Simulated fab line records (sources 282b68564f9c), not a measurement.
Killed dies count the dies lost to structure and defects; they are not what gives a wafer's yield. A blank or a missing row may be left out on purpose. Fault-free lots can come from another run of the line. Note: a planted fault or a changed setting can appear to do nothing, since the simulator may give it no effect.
A lot that was struck, set against a sound lot | flow rit-cmos | 21 out of 202 route steps
Sound: these wafers, L764.3, L764.5, L764.6. The struck wafers were L780.1, L780.2, L780.3. Last of all comes the cause.
At each step with rows: each side's tool, then ch and its chambers, then its first start. Under that, the readings that differ: sound wafers | struck wafers | difference of the means | sigmas: that difference in standard deviations of wafers without a fault.
alike: a reading whose means differ by less than 2 such deviations, as well as words and numbers matching on both sides. not compared: withheld readings; readings where some wafer has no value; bounds like >300 that might hide an equal value; numbers whose values overlap and for which the record gives no deviation.
Wherever a step has rows on one side only, a row that says differs or no value, or a row with sigmas, the two part there. Numbers that don't overlap but have no deviation are shown without sigmas and don't part them. A reading missing from all wafers of one side parts the sides only when that side holds two or more wafers.

first, 3 steps without rows for these wafers: RIT_GATE_CLEAN_02 (cleans in dHF, time 30 s); RIT_GATE_CLEAN_03 (cleans in SC2, time 600 s); RIT_GATE_CLEAN_04 (cleans in dHF, time 60 s).
RIT_FOX2_THK_MEAS_91:
  struck on film-metro-02, day 6 02:53; sound on film-metro-02, day 2 19:00
  alike: FIELD_OXIDE_LEFT_2_THK
then, 2 steps without rows for these wafers: RIT_GATE_OXIDATION_05 (target thk 3 nm, ox time 270 s); RIT_GATE_ANNEAL_06 (time 600 s).
RIT_GATE_THK_MEAS_07:
  struck on film-metro-01, day 6 04:47; sound on film-metro-01, day 2 23:37
  alike: GATE_OXIDE_THK
then, 1 step without rows for these wafers: RIT_GATE_CVD_08 (deposits poly-Si from SiH4, target thk 250 nm, time 2220 s).
RIT_GATE_THK_MEAS_09:
  struck on film-metro-01, day 6 06:27; sound on film-metro-01, day 3 01:18
  alike: GATE_POLY_THK
then, 3 steps without rows for these wafers: RIT_GATE_HMDS_10 (prime time 60 s); RIT_GATE_COAT_11 (resist thk 850 nm); RIT_GATE_SOFTBAKE_12 (time 60 s).
RIT_GATE_EXPOSE_13: exposes mask M6, target cd 150 nm.
  sound on iline-stepper-01 ch 0, day 3 01:57; struck on iline-stepper-01 ch 0, day 6 07:01
  reading              | sound             | struck            | difference | sigmas
  exposure-dose-mJ-cm2 | 379.4 379.9 379.9 | 363.3 363.6 363.1 | -16.4      | -41
  alike: mask, stage-vel-mm-s
then, 2 steps without rows for these wafers: RIT_GATE_PEB_14; RIT_GATE_DEVELOP_15 (develop time 50 s).
RIT_GATE_CD_MEAS_16: the cd target is 150 nm.
  struck on cd-sem-02, day 6 07:31; sound on cd-sem-01, day 3 02:21
  reading    | sound             | struck           | difference | sigmas
  cd-nm (nm) | 145.7 148.8 147.8 | 139.0 52.5 128.0 | -40.9      | -14
RIT_GATE_OVL_MEAS_17:
  struck on overlay-01, day 6 07:38; sound on overlay-01, day 3 02:27
  alike: GATE_OVL
then, 1 step without rows for these wafers: RIT_GATE_HARDBAKE_18 (time 60 s).
RIT_GATE_ETCH_19: etches poly-Si in SF6/CHF3/O2, stops on SiO2, time 165 s, target depth 312.5 nm.
  sound on rie-si-01 ch 1,2, day 3 02:37; struck on rie-si-01 ch 0,2,3, day 6 07:50
  alike: drypump-motor-current-A, oes-product-au, throttle-valve-pct
  not compared: rf-hours-counter-h, model.GATE.cd-nm
RIT_GATE_STRIP_20: strips in O2, time 180 s.
  sound on plasma-asher-03 ch 0,1, day 3 02:47; struck on plasma-asher-04 ch 0,1, day 6 07:56
  alike: drypump-motor-current-A, o2-flow-sccm
  not compared: rf-hours-counter-h
RIT_M1_PROBE_99:
  struck on prober-01, day 7 04:38; sound on prober-01, day 4 00:29
  reading             | sound  | struck   | difference | sigmas
  killed-at-front-end | 3 3 12 | 7 264 51 | +101       | +33
  killed-dies         | 3 3 12 | 7 264 51 | +101       | +33
  killed-on-rim       | 1 2 1  | 2 70 32  | +33        | +26
  alike: killed-open, killed-short

WHERE THEY PART
Earliest at RIT_GATE_EXPOSE_13; latest, in this record, at RIT_M1_PROBE_99.

WHY: what the simulator had put in
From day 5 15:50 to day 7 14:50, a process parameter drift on iline-stepper-01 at RIT_GATE_EXPOSE_13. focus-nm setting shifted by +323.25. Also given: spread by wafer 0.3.
